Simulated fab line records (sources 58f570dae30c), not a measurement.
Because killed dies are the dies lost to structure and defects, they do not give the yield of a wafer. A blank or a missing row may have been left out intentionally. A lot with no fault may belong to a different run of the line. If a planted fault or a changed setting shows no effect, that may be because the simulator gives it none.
Code-filled problem report in 8D (eight disciplines) form ; flow berkeley cmos170 ; the parts of the form that need people (team, actions taken, sign-off) are left out

== 1. THE PROBLEM ==
At UCB170_SPACER_CVD_00, rf fwd power W averages 480.3 W over 9 wafers from 3 lots, while fault-free wafers read 545.4 W, standard deviation 1.9. Relative to the usual mean, that is a shift of -34 standard deviations.
The step: deposits SiO2 from TEOS/O2, target thk 376 nm, time 47 s.
First observed at day 9 06:22: wafer L511.2, on pecvd-03. Wafers with a number at this step in the record: 45, from 15 lots. The rule behind "out" and "out of limits": a value lying over 4 standard deviations away from the usual mean. All remaining wafers that have a number are taken as sound.

== 2. WHAT IT IS; WHAT IT IS NOT ==
question;is;is not
which readings at this step;rf fwd power W;heater power w
which lots;L511, L513, L514;L498, L500, L501, L502, L504, L505, L506, L507, L508, L509, L510, L520
which wafers of those lots;all that have a number;-
read on which tools;pecvd-03;pecvd-02, pecvd-04
when;from day 9 06:22;"up to then (30 sound wafers); but 6 sound wafers of L510, L520 came after"

== 3. THE SUSPECTS, EACH WITH WHAT RULES IT OUT ==
Counting: any tool at a process step up to the reading is kept as a suspect provided that every lot that is out went through it and no sound lot did after the first of them.
- pecvd-03 at UCB170_SPACER_CVD_00 (deposits SiO2 from TEOS/O2, target thk 376 nm, time 47 s): kept. All lots that are out passed through it, beginning with L511 at day 9 06:22, and no sound lot followed; its final sound lot before that point was L508 at day 9 02:05. On those wafers its own readings are out: rf fwd power W.
The count leaves pecvd-03 at UCB170_SPACER_CVD_00.

== 4. THE CAUSE (what the simulator had put in) ==
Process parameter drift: pecvd-03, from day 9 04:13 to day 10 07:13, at UCB170_SPACER_CVD_00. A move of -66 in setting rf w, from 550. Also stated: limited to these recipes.
Only this tool survived the counting.

== 5. SEQUENCE OF EFFECTS, ordered by route ==
One row per reading whose mean, taken over the struck wafers that have a number, lies over 3 standard deviations from the usual. Only readings for which the record gives a usual standard deviation are gone through. hours: the time from each lot's start at the first step in this table that gives one to its start at this step, as a median over the lots. sigmas: the change in usual standard deviations.
hours;step;reading;usual;on struck wafers;change;sigmas
0;UCB170_SPACER_CVD_00;rf fwd power W;545.4 W;480.3;-65.1;-34
Its process steps:
- UCB170_SPACER_CVD_00: deposits SiO2 from TEOS/O2, target thk 376 nm, time 47 s.
Later steps that measure or inspect, where all struck wafers having a row at the step show a number for every such reading and not one has moved that far: UCB170_NSD_TW_MEAS_10.

== 6. WHAT WOULD HAVE CAUGHT IT SOONER ==
2 hours passed between the start of the fault at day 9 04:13 and the first reading out of limits in this record, taken at day 9 06:22.
